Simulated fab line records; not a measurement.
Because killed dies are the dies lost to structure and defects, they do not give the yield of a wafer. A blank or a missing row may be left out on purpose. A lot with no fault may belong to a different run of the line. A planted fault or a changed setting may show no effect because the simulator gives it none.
Lot-split experiment	flow berkeley-cmos170	22 wafers read from 5 lots, route of 331 steps

== THE SPLIT ==
At UCB170_PWELL_PEB_11, the setting peb-temp-c was moved away from the recipe's 130 C on 6 of the 22 wafers read, by -2.6% to +1.2%. This setting was run at the recipe's value on the other wafers.

== THE PATH FROM SPLIT TO READING: the file shows 1 step between them ==
- UCB170_PWELL_DEVELOP_12: develop time 45 s

== THE READING ==
PWELL.cd-nm (the simulator's own value, which no gauge read), in nm, at UCB170_PWELL_ETCH_14 (etches Si3N4 in CH3F/Ar/O2, stops on SiO2, target depth 242 nm, time 151 s). There is no usual value for it anywhere in the file. The 16 wafers here that ran the recipe average 3000 nm, standard deviation 1.3 nm.

wafer	tool, chamber at the split	peb-temp-c as run, C	against the recipe	PWELL.cd-nm, nm	against lot-mates on the recipe
L076.1	litho-track-02, 0	130	recipe	2999	-
L076.2	litho-track-02, 0	130	recipe	3001	-
L076.3	litho-track-02, 0	130	recipe	3000	-
L076.5	litho-track-02, 0	128.5	-1.2%	2989	-11
L076.6	litho-track-02, 0	128.5	-1.2%	2990	-10
L080.1	litho-track-02, 0	130	recipe	3001	-
L080.2	litho-track-02, 0	130	recipe	3001	-
L080.3	litho-track-02, 0	130	recipe	3001	-
L080.4	litho-track-02, 0	130	recipe	3000	-
L080.6	litho-track-02, 0	130	recipe	3001	-
L082.1	litho-track-02, 0	130	recipe	3000	-
L082.4	litho-track-02, 0	130	recipe	3000	-
L082.6	litho-track-02, 0	130	recipe	3002	-
L081.2	litho-track-04, 0	130	recipe	2998	-
L081.3	litho-track-04, 0	130	recipe	2997	-
L081.4	litho-track-04, 0	130	recipe	2998	-
L081.5	litho-track-04, 0	131.5	+1.2%	3007	+9
L081.6	litho-track-04, 0	131.5	+1.2%	3009	+11
L083.2	litho-track-03, 0	126.6	-2.6%	2974	-26
L083.4	litho-track-03, 0	130	recipe	3000	-
L083.5	litho-track-03, 0	130	recipe	2999	-
L083.6	litho-track-03, 0	126.6	-2.6%	2974	-26

FIT RESULTS
A straight line over all 22 wafers: PWELL.cd-nm changes by +9.27 nm for each +1% of peb-temp-c; r = +0.99; the points scatter about the line by 1.5 nm.
The same after taking each lot's own level away (the mean of its wafers on the recipe; 22 wafers): +9.53 nm for each +1%; r = +1.00; scatter 0.74 nm.
That fit puts the effect of the largest move of peb-temp-c on the reading at 25 nm.
Across the lots, their own levels run from 2997.7 to 3000.8 nm, a range of 2.4 times the standard deviation given above.
Hence the lot-to-lot level has little effect on the slope; both slopes agree.
Check: for one of the wafers moved furthest among these (-2.6%), held out of the fit, the line's prediction against its lot-mates is -24.7 nm. Against them it came out at -25.5 nm.

== THE OTHER SPLITS THESE WAFERS WENT THROUGH ==
These wafers also went through other splits before the reading. Each is held against what the fit with the lots' levels taken away leaves over:
other split on the same wafers	wafers away from the commonest value	r with PWELL.cd-nm (lot level and that fit taken away)
UCB170_START_OXIDATION_02 ox-time-s	17	+0.12
UCB170_PWELL_OXIDATION_02 temp-c	14	+0.08

== THE FILE'S OWN FIT ==
PWELL.cd-nm changes by +9.55 nm for each +1% of peb-temp-c, r = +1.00.
